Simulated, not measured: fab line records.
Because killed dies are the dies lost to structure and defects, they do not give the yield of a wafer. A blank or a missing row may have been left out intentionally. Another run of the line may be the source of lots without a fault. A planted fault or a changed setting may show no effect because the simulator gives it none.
A struck lot beside a sound one	flow rit-cmos	15 steps out of a route of 202
Sound: wafers L535.1, L535.2, L535.5. Struck: wafers L527.4, L527.5, L527.6. The cause is named last.
Each step with rows lists, per side, the tool, then ch with its chambers, then its first start. Under that, the readings that differ: sound wafers	struck wafers	difference of the means	sigmas: that difference in standard deviations of wafers without a fault.
alike: a reading whose means differ by less than 2 such deviations, as well as words and numbers matching on both sides. not compared: withheld readings; readings where some wafer has no value; bounds like >300 that might hide an equal value; numbers whose values overlap and for which the record gives no deviation.
The two part at a step that has a row with sigmas, a row that says differs or no value, or rows on one side only. Numbers that have no deviation but don't overlap get no sigmas and don't part them. Lack of a reading on every wafer of one side parts them only where that side has two or more wafers.

first, 6 steps without rows for these wafers: RIT_CONTACT_HMDS_02 (prime time 60 s); RIT_CONTACT_COAT_03 (resist thk 1000 nm); RIT_CONTACT_SOFTBAKE_04 (time 60 s); RIT_CONTACT_EXPOSE_05 (exposes mask M11, target cd 1000 nm); RIT_CONTACT_PEB_06; RIT_CONTACT_DEVELOP_07 (develop time 120 s).
RIT_CONTACT_CD_MEAS_08: the cd target is 1000 nm.
  struck on cd-sem-02, day 5 06:07; sound on cd-sem-02, day 6 23:00
  alike: cd-nm
RIT_CONTACT_OVL_MEAS_09:
  struck on overlay-01, day 5 06:12; sound on overlay-02, day 6 23:07
reading	sound	struck	difference	sigmas
CONTACT_OVL (nm)	-1.6 -2.8 -2.1	0.0 0.8 1.2	+2.8	+2
then, 1 step without rows for these wafers: RIT_CONTACT_HARDBAKE_10 (time 60 s).
RIT_CONTACT_ETCH_11: etches SiO2 in CHF3/CF4/Ar, stops on TiSi2, target depth 480 nm, time 320 s.
  sound on rie-diel-04 ch 1,3, day 6 23:19; struck on rie-diel-03 ch 1,2, day 5 06:22
  alike: drypump-motor-current-A, oes-product-au, throttle-valve-pct
  not compared: rf-hours-counter-h
RIT_CONTACT_STRIP_12: strips in O2, time 180 s.
  sound on plasma-asher-02 ch 0,1, day 6 23:30; struck on plasma-asher-02 ch 0,1, day 5 06:37
  alike: drypump-motor-current-A
  not compared: rf-hours-counter-h
RIT_CONTACT_CD_MEAS_90: the cd target is 1000 nm.
  struck on cd-sem-02, day 5 06:48; sound on cd-sem-02, day 6 23:41
  alike: cd-nm
RIT_CONTACT_CLEAN_13: cleans in SC1, time 600 s.
  sound on wet-bench-01 ch 1, day 6 23:48; struck on wet-bench-04 ch 3, day 5 06:52
  no value came back on the struck wafers for bath-guard-temp-C (C), bath-heat-duty-pct (%); on the sound wafers bath-guard-temp-C (C) reads 74.7 75.2 74.7
then, 1 step without rows for these wafers: RIT_CONTACT_CLEAN_14 (cleans in SC2, time 600 s).
RIT_M1_PROBE_99:
  the record has rows for the struck wafers here (prober-01, day 5 12:38) and none for the sound ones

WHERE THEY PART
Last at RIT_M1_PROBE_99 as far as this record goes, first at RIT_CONTACT_OVL_MEAS_09.

WHY: the cause the simulator had injected
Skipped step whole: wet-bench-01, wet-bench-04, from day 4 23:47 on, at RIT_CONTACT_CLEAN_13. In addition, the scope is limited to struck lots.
